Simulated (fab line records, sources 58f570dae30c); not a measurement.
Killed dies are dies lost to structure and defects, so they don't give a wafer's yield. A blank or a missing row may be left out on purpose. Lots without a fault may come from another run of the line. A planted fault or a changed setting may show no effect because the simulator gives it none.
Which tool did it? | flow berkeley_cmos170 | 14 lots, 42 wafers sampled, at 4 steps of a route of 331

WHAT THE GAUGES READ, wafer by wafer
UCB170_M3_CD_MEAS_15: target cd 700 nm.
lot  | measured     | on        | cd_nm (nm)
L376 | day 9 07:56  | cd_sem-01 | 699.6 699.4 698.1
L379 | day 9 22:28  | cd_sem-02 | 701.2 701.4 701.0
L381 | day 9 21:35  | cd_sem-02 | 700.6 701.5 700.5
L378 | day 9 22:35  | cd_sem-02 | 702.7 701.7 702.5
L380 | day 9 21:18  | cd_sem-01 | 702.4 702.7 702.2
L382 | day 10 14:34 | cd_sem-02 | 698.9 698.9 699.0
L385 | day 11 14:44 | cd_sem-02 | 700.7 700.5 701.9
L388 | day 11 14:59 | cd_sem-02 | 699.8 699.8 700.3
L396 | day 12 22:56 | cd_sem-02 | 698.0 697.8 698.4
L395 | day 12 22:20 | cd_sem-01 | 700.7 701.4 700.8
L397 | day 13 08:17 | cd_sem-01 | 701.7 701.6 701.0
L398 | day 13 08:29 | cd_sem-01 | 699.5 700.8 701.2

WHICH TOOL RAN EACH LOT (tool, then ch and the chambers of the sampled wafers, then the start)
lot  | UCB170_SILICIDE_SPUTTER_01   | UCB170_V1_ETCH_14                  | UCB170_V2_STRIP_15
L376 | pvd_sputter-03, day 8 05:17  | rie_diel-01 ch 0,1,3, day 8 20:19  | plasma_asher-01 ch 0,1, day 9 05:39
L379 | pvd_sputter-01, day 8 17:29  | rie_diel-04 ch 0,1,2, day 9 10:10  | plasma_asher-04 ch 0,1, day 9 17:59
L381 | pvd_sputter-03, day 8 17:50  | rie_diel-01 ch 0,1,3, day 9 10:02  | plasma_asher-02 ch 1, day 9 17:26
L378 | pvd_sputter-02, day 8 18:01  | rie_diel-01 ch 0,1, day 9 10:38    | plasma_asher-02 ch 0,1, day 9 18:16
L380 | pvd_sputter-01, day 8 18:23  | rie_diel-02 ch 1,2,3, day 9 09:47  | plasma_asher-04 ch 0,1, day 9 16:59
L382 | pvd_sputter-03, day 9 11:41  | rie_diel-02 ch 1,2, day 10 05:32   | plasma_asher-04 ch 1, day 10 11:34
L386 | pvd_sputter-02, day 10 08:16 | rie_diel-01 ch 0,1, day 11 00:47   | plasma_asher-02 ch 0,1, day 11 08:14
L385 | pvd_sputter-01, day 10 08:27 | rie_diel-01 ch 0,2,3, day 11 01:16 | plasma_asher-01 ch 0,1, day 11 10:44
L387 | pvd_sputter-03, day 10 08:27 | rie_diel-02 ch 1,3, day 11 00:59   | plasma_asher-04 ch 0,1, day 11 10:29
L388 | pvd_sputter-02, day 10 08:44 | rie_diel-04 ch 2,3, day 11 01:20   | plasma_asher-02 ch 0,1, day 11 10:58
L396 | pvd_sputter-02, day 11 17:15 | rie_diel-02 ch 0,1,3, day 12 13:03 | plasma_asher-01 ch 0,1, day 12 20:26
L395 | pvd_sputter-01, day 11 17:54 | rie_diel-01 ch 2,3, day 12 12:22   | plasma_asher-04 ch 0,1, day 12 20:10
L397 | pvd_sputter-03, day 12 07:31 | rie_diel-02 ch 1,3, day 13 00:14   | plasma_asher-01 ch 0,1, day 13 05:32
L398 | pvd_sputter-01, day 12 07:49 | rie_diel-04 ch 0,1, day 13 00:21   | plasma_asher-02 ch 0, day 13 05:49
- UCB170_SILICIDE_SPUTTER_01: material Ti, target thk 30 nm, time 25 s.
- UCB170_V1_ETCH_14: etches SiO2 in CHF3/CF4/Ar, stops on Al, target depth 1250 nm, time 291 s.
- UCB170_V2_STRIP_15: strips in O2.

WHAT THE TOOLS THEMSELVES READ (means of the sampled wafers that have a number; where no wafer has one, the mark that the record gives instead)
UCB170_SILICIDE_SPUTTER_01.
lot  | tool           | throttle_valve_pct (%)
L376 | pvd_sputter-03 | 30.2
L379 | pvd_sputter-01 | 30.5
L381 | pvd_sputter-03 | 29.2
L378 | pvd_sputter-02 | 30.1
L380 | pvd_sputter-01 | 30.5
L382 | pvd_sputter-03 | 29.4
L386 | pvd_sputter-02 | 31.2
L385 | pvd_sputter-01 | 30.0
L387 | pvd_sputter-03 | 30.0
L388 | pvd_sputter-02 | 30.6
L396 | pvd_sputter-02 | 31.5
L395 | pvd_sputter-01 | 30.2
L397 | pvd_sputter-03 | 30.9
L398 | pvd_sputter-01 | 30.2

UCB170_V1_ETCH_14.
lot  | tool        | drypump_motor_current_A (A) | oes_product_au (a.u.) | throttle_valve_pct (%)
L376 | rie_diel-01 | 5.51                        | 0.886                 | 7.09
L379 | rie_diel-04 | 5.62                        | 0.870                 | 6.93
L381 | rie_diel-01 | 5.53                        | 0.885                 | 7.09
L378 | rie_diel-01 | 5.58                        | 0.882                 | 7.09
L380 | rie_diel-02 | 5.94                        | 0.866                 | 6.94
L382 | rie_diel-02 | 5.87                        | 0.861                 | 6.90
L386 | rie_diel-01 | 5.44                        | 0.891                 | 6.98
L385 | rie_diel-01 | 5.56                        | 0.873                 | 7.10
L387 | rie_diel-02 | 6.01                        | 0.875                 | 6.97
L388 | rie_diel-04 | 5.68                        | 0.887                 | 7.03
L396 | rie_diel-02 | 5.72                        | 0.874                 | 6.97
L395 | rie_diel-01 | 5.51                        | 0.865                 | 7.00
L397 | rie_diel-02 | 6.03                        | 0.874                 | 7.00
L398 | rie_diel-04 | 5.66                        | 0.865                 | 6.89

UCB170_V2_STRIP_15.
lot  | tool            | chamber_pressure_mTorr (mTorr) | drypump_motor_current_A (A) | oes_product_au (a.u.) | strip_time_to_endpoint_s (s)
L376 | plasma_asher-01 | 3498                           | 5.9                         | 0.722                 | 15.36
L379 | plasma_asher-04 | 3502                           | 5.4                         | 0.723                 | 15.29
L381 | plasma_asher-02 | 3503                           | 4.8                         | 0.721                 | 15.29
L378 | plasma_asher-02 | 3501                           | 5.9                         | 0.720                 | 15.47
L380 | plasma_asher-04 | 3499                           | 5.5                         | 0.725                 | 15.40
L382 | plasma_asher-04 | 3502                           | 5.5                         | 0.720                 | 15.28
L386 | plasma_asher-02 | -                              | -                           | -                     | -
L385 | plasma_asher-01 | 3501                           | 5.9                         | 0.725                 | 15.30
L387 | plasma_asher-04 | -                              | -                           | -                     | -
L388 | plasma_asher-02 | 3499                           | 5.4                         | 0.724                 | 15.17
L396 | plasma_asher-01 | 3503                           | 6.2                         | 0.725                 | 15.30
L395 | plasma_asher-04 | 3499                           | 5.5                         | 0.724                 | 15.45
L397 | plasma_asher-01 | 3498                           | 6.3                         | 0.725                 | 15.39
L398 | plasma_asher-02 | 3503                           | 6.4                         | 0.725                 | 15.41

THE ANSWER, worked out from the rows above alone
Rule: what is usual is taken from the lots themselves. Put in order of their means at a reading, lots are off if they are a third of the lots or fewer, leave a main group of 4 or more, and stand apart from it by a gap of 3 or more times the standard deviation of the main group's means; of several such gaps the widest counts. A main group whose means are all the same, to the digits that the tables above print for the reading, isn't used. A lot without any number at a reading at which 4 lots or more have one is off too. The other lots that the step has rows for count as sound. The gauges are gone through in route order, then the tools' own readings, and for those a lot's mean is taken as printed above. The first step at which some lot is off is used, and at that step the reading that is off furthest; a lot without a number counts as furthest.
Off: L386, L387, at UCB170_V2_STRIP_15 (chamber_pressure_mTorr). Without a number there: L386, L387. The main group: mean 3501 mTorr, standard deviation 1.9.
A tool fits if, at that step or a process step before it, it ran every lot that is off, and no sound lot after the first of them. None of those tried fits.

WHAT THE SIMULATOR HAD PUT IN
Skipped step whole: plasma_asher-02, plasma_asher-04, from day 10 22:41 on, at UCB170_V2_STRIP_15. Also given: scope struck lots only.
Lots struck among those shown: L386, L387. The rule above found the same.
